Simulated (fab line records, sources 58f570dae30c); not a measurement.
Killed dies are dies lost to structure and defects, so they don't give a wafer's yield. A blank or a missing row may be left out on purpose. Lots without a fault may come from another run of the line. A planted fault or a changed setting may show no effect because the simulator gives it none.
Which tool did it? | flow berkeley_cmos170 | 14 lots, 42 wafers sampled, at 7 steps of a route of 331

WHAT THE GAUGES READ, wafer by wafer
UCB170_FIELD_THK_MEAS_02. Usual: FIELD_OXIDE_THK 557 nm, standard deviation 9.5.
lot  | measured    | on            | FIELD_OXIDE_THK (nm) | flag
L427 | day 5 14:15 | film_metro-01 | 566 560 569          |
L428 | day 5 14:16 | film_metro-02 | 556 562 555          |
L429 | day 5 14:19 | film_metro-02 | 553 550 552          |
L431 | day 6 19:43 | film_metro-04 | 559 561 573          |
L433 | day 6 19:43 | film_metro-01 | 575 565 574          |
L434 | day 7 09:49 | film_metro-02 | 555 553 553          |
L435 | day 7 09:50 | film_metro-04 | 539 545 550          |
L436 | day 7 21:01 | film_metro-01 | 868 855 855          | OFF
L438 | day 7 16:48 | film_metro-04 | 554 554 555          |
L437 | day 8 01:02 | film_metro-01 | 556 555 553          |
L444 | day 8 22:08 | film_metro-02 | 856 866 859          | OFF
L445 | day 9 10:20 | film_metro-04 | 555 566 564          |
L446 | day 9 10:22 | film_metro-02 | 562 577 568          |
L447 | day 9 23:53 | film_metro-02 | 564 566 560          |

UCB170_FIELD_THK_MEAS_90. Usual: FIELD_OXIDE_LEFT_1_THK 441 nm, standard deviation 9.6.
lot  | measured     | on            | FIELD_OXIDE_LEFT_1_THK (nm) | flag
L427 | day 5 23:03  | film_metro-04 | 449 443 453                 |
L428 | day 5 23:04  | film_metro-02 | 440 445 438                 |
L429 | day 5 23:03  | film_metro-01 | 436 432 435                 |
L431 | day 7 05:16  | film_metro-01 | 443 444 456                 |
L433 | day 7 05:13  | film_metro-04 | 459 450 458                 |
L434 | day 7 21:46  | film_metro-01 | 437 435 434                 |
L435 | day 7 21:47  | film_metro-02 | 423 428 434                 |
L436 | day 8 02:14  | film_metro-01 | 751 738 738                 | OFF
L438 | day 8 02:14  | film_metro-02 | 435 435 437                 |
L437 | day 8 08:40  | film_metro-01 | 439 438 436                 |
L444 | day 9 03:10  | film_metro-01 | 740 748 742                 | OFF
L445 | day 9 19:38  | film_metro-04 | 439 449 448                 |
L446 | day 9 19:40  | film_metro-01 | 444 460 450                 |
L447 | day 10 09:01 | film_metro-01 | 447 450 444                 |

UCB170_FIELD_THK_MEAS_91. Usual: FIELD_OXIDE_LEFT_2_THK 353 nm, standard deviation 9.7.
lot  | measured     | on            | FIELD_OXIDE_LEFT_2_THK (nm) | flag
L427 | day 7 01:11  | film_metro-02 | 362 357 366                 |
L428 | day 7 01:49  | film_metro-04 | 353 358 351                 |
L429 | day 7 00:45  | film_metro-04 | 347 345 347                 |
L431 | day 8 04:42  | film_metro-04 | 356 357 368                 |
L433 | day 8 04:34  | film_metro-04 | 373 364 372                 |
L434 | day 8 16:58  | film_metro-01 | 352 349 348                 |
L435 | day 8 17:05  | film_metro-02 | 336 342 348                 |
L436 | day 8 17:36  | film_metro-02 | 664 651 650                 | OFF
L438 | day 8 17:19  | film_metro-02 | 347 347 349                 |
L437 | day 9 04:56  | film_metro-01 | 353 351 350                 |
L444 | day 10 02:58 | film_metro-04 | 652 660 655                 | OFF
L445 | day 10 18:30 | film_metro-04 | 353 362 361                 |
L446 | day 10 18:16 | film_metro-02 | 357 373 363                 |
L447 | day 11 11:47 | film_metro-02 | 360 363 357                 |

UCB170_NSD_TW_MEAS_10. Usual: NSD_TW 4209, standard deviation 23.
lot  | measured     | on            | NSD_TW         | flag
L427 | day 8 04:04  | film_metro-02 | 4196 4159 4177 |
L428 | day 8 04:26  | film_metro-03 | 4238 4210 4230 |
L429 | day 8 03:47  | film_metro-03 | 4249 4242 4251 |
L431 | day 9 07:56  | film_metro-03 | 4173 4196 4193 |
L433 | day 9 08:04  | film_metro-02 | 4204 4201 4185 |
L434 | day 9 21:50  | film_metro-02 | 4190 4193 4194 |
L435 | day 9 22:29  | film_metro-04 | 4181 4204 4204 |
L436 | day 9 22:50  | film_metro-02 | 4199 4201 4211 |
L438 | day 9 22:07  | film_metro-04 | 4212 4193 4219 |
L437 | day 10 09:50 | film_metro-03 | 4223 4191 4221 |
L444 | day 11 11:28 | film_metro-02 | 4206 4234 4197 |
L445 | day 12 04:13 | film_metro-02 | 4198 4191 4167 |
L446 | day 12 04:31 | film_metro-04 | 4203 4217 4206 |
L447 | day 12 21:26 | film_metro-02 | 4192 4182 4196 |

UCB170_CONTACT_CD_MEAS_15: target cd 700 nm. Usual: cd_nm 699.4 nm, standard deviation 1.2.
lot  | measured     | on        | cd_nm (nm)        | flag
L427 | day 8 11:40  | cd_sem-01 | 698.8 698.5 697.3 |
L428 | day 8 12:15  | cd_sem-02 | 699.2 700.5 700.6 |
L429 | day 8 11:56  | cd_sem-01 | 699.0 698.0 699.7 |
L431 | day 9 13:41  | cd_sem-02 | 700.4 700.3 701.4 |
L433 | day 9 15:28  | cd_sem-01 | 698.0 696.9 696.7 |
L434 | day 10 06:48 | cd_sem-02 | 700.8 700.3 699.4 |
L435 | day 10 07:22 | cd_sem-02 | 700.0 702.4 700.2 |
L436 | day 10 07:37 | cd_sem-02 | 697.5 697.8 697.6 |
L438 | day 10 07:04 | cd_sem-01 | 701.2 700.9 701.9 |
L437 | day 10 17:28 | cd_sem-01 | 699.1 699.9 699.4 |
L444 | day 11 17:23 | cd_sem-02 | 699.7 699.4 699.7 |
L445 | day 12 11:51 | cd_sem-02 | 698.2 697.5 697.8 |
L446 | day 12 12:25 | cd_sem-02 | 700.9 700.0 700.4 |
L447 | day 13 06:08 | cd_sem-01 | 698.8 697.9 698.3 |

WHICH TOOL RAN EACH LOT (tool, then ch and the chambers of the sampled wafers, then the start)
lot  | UCB170_FIELD_OXIDATION_01    | UCB170_GATE_ETCH_15
L427 | furnace-02 ch 0, day 5 11:15 | rie_si-02 ch 0,1,2, day 7 11:54
L428 | furnace-02 ch 0, day 5 11:15 | rie_si-02 ch 1,2, day 7 12:11
L429 | furnace-02 ch 0, day 5 11:15 | rie_si-01 ch 2, day 7 11:38
L431 | furnace-01 ch 0, day 6 16:43 | rie_si-01 ch 0,2, day 8 18:03
L433 | furnace-01 ch 0, day 6 16:43 | rie_si-02 ch 0,2,3, day 8 18:10
L434 | furnace-04 ch 0, day 7 06:49 | rie_si-02 ch 2,3, day 9 08:25
L435 | furnace-04 ch 0, day 7 06:49 | rie_si-01 ch 0,2, day 9 08:28
L436 | furnace-04 ch 0, day 7 13:46 | rie_si-02 ch 1,2,3, day 9 08:35
L438 | furnace-04 ch 0, day 7 13:46 | rie_si-01 ch 1,2, day 9 08:14
L437 | furnace-02 ch 0, day 7 22:02 | rie_si-02 ch 0,3, day 9 19:14
L444 | furnace-02 ch 0, day 8 14:53 | rie_si-02 ch 0,1,3, day 10 16:44
L445 | furnace-01 ch 0, day 9 07:20 | rie_si-01 ch 0,2, day 11 07:49
L446 | furnace-01 ch 0, day 9 07:20 | rie_si-02 ch 0,1, day 11 07:20
L447 | furnace-04 ch 0, day 9 20:53 | rie_si-02 ch 1,3, day 12 08:54
- UCB170_FIELD_OXIDATION_01: target thk 558.3 nm, ox time 7200 s.
- UCB170_GATE_ETCH_15: etches poly-Si in HBr/Cl2, stops on SiO2, time 54.56 s, target depth 278.2 nm.

WHAT THE TOOLS THEMSELVES READ (means of the sampled wafers that have a number; where no wafer has one, the mark that the record gives instead)
UCB170_FIELD_OXIDATION_01. Usual: spike_tc_source_C 1027 C, standard deviation 4.1; tube_center_temp_C 999.99 C, standard deviation 0.08; tube_center_temp_C_max 1002.6, standard deviation 0.4; zone_power_centre_pct 48.1 %, standard deviation 3.
lot  | tool       | spike_tc_source_C (C) | tube_center_temp_C (C) | tube_center_temp_C_max | zone_power_centre_pct (%) | flag
L427 | furnace-02 | 1022                  | 1000.02                | 1002.5                 | 49.0                      |
L428 | furnace-02 | 1022                  | 999.97                 | 1002.7                 | 48.6                      |
L429 | furnace-02 | 1023                  | 999.98                 | 1002.6                 | 48.7                      |
L431 | furnace-01 | 1032                  | 999.90                 | 1002.6                 | 42.7                      |
L433 | furnace-01 | 1031                  | 1000.07                | 1003.0                 | 41.9                      |
L434 | furnace-04 | 1029                  | 999.96                 | 1002.3                 | 50.5                      |
L435 | furnace-04 | 1030                  | 999.97                 | 1002.4                 | 50.4                      |
L436 | furnace-04 | 1029                  | 1000.02                | 1002.7                 | 50.3                      |
L438 | furnace-04 | 1030                  | 999.91                 | 1002.5                 | 50.1                      |
L437 | furnace-02 | 1023                  | 999.99                 | 1002.9                 | 49.2                      |
L444 | furnace-02 | 1023                  | 1000.04                | 1002.6                 | 49.3                      |
L445 | furnace-01 | 1032                  | 999.96                 | 1002.4                 | 42.7                      |
L446 | furnace-01 | 1031                  | 999.95                 | 1002.6                 | 42.6                      |
L447 | furnace-04 | 1029                  | 999.97                 | 1002.5                 | 50.1                      |

UCB170_GATE_ETCH_15. Usual: drypump_motor_current_A 5.7 A, standard deviation 0.31; he_backside_leak_sccm 2.61 sccm, standard deviation 0.16; oes_product_au 0.845 a.u., standard deviation 0.01; throttle_valve_pct 26.6 %, standard deviation 0.31.
lot  | tool      | drypump_motor_current_A (A) | he_backside_leak_sccm (sccm) | oes_product_au (a.u.) | throttle_valve_pct (%) | flag
L427 | rie_si-02 | 5.8                         | 2.63                         | 0.838                 | 26.7                   |
L428 | rie_si-02 | 5.7                         | 2.47                         | 0.833                 | 26.4                   |
L429 | rie_si-01 | 6.1                         | 2.71                         | 0.861                 | 26.9                   |
L431 | rie_si-01 | 5.5                         | 2.58                         | 0.858                 | 26.4                   |
L433 | rie_si-02 | 5.9                         | 2.70                         | 0.846                 | 26.7                   |
L434 | rie_si-02 | 6.0                         | 2.65                         | 0.846                 | 26.5                   |
L435 | rie_si-01 | 5.5                         | 2.57                         | 0.847                 | 26.4                   |
L436 | rie_si-02 | 5.9                         | 2.61                         | 0.847                 | 26.5                   |
L438 | rie_si-01 | 5.8                         | 2.61                         | 0.848                 | 26.8                   |
L437 | rie_si-02 | 5.9                         | 2.72                         | 0.843                 | 26.8                   |
L444 | rie_si-02 | 5.7                         | 2.74                         | 0.849                 | 26.7                   |
L445 | rie_si-01 | 5.5                         | 2.54                         | 0.859                 | 26.4                   |
L446 | rie_si-02 | 5.6                         | 2.71                         | 0.844                 | 26.9                   |
L447 | rie_si-02 | 5.8                         | 2.72                         | 0.847                 | 26.5                   |

THE ANSWER, worked out from the rows above alone
Rule: a lot is off if the mean of its wafers that have a number lies more than 3 standard deviations from the usual mean. A lot without any number at a reading at which 4 lots or more have one is off too. The other lots that the step has rows for count as sound. The gauges are gone through in route order, then the tools' own readings, and for those a lot's mean is taken as printed above. The first step at which some lot is off is used, and at that step the reading that is off furthest; a lot without a number counts as furthest.
Off: L436, L444, at UCB170_FIELD_THK_MEAS_02 (FIELD_OXIDE_THK).
A tool fits if, at a process step before that reading, it ran every lot that is off, and no sound lot after the first of them. The gauges at UCB170_FIELD_THK_MEAS_02 are tried like those tools. None of those tried fits.

WHAT THE SIMULATOR HAD PUT IN
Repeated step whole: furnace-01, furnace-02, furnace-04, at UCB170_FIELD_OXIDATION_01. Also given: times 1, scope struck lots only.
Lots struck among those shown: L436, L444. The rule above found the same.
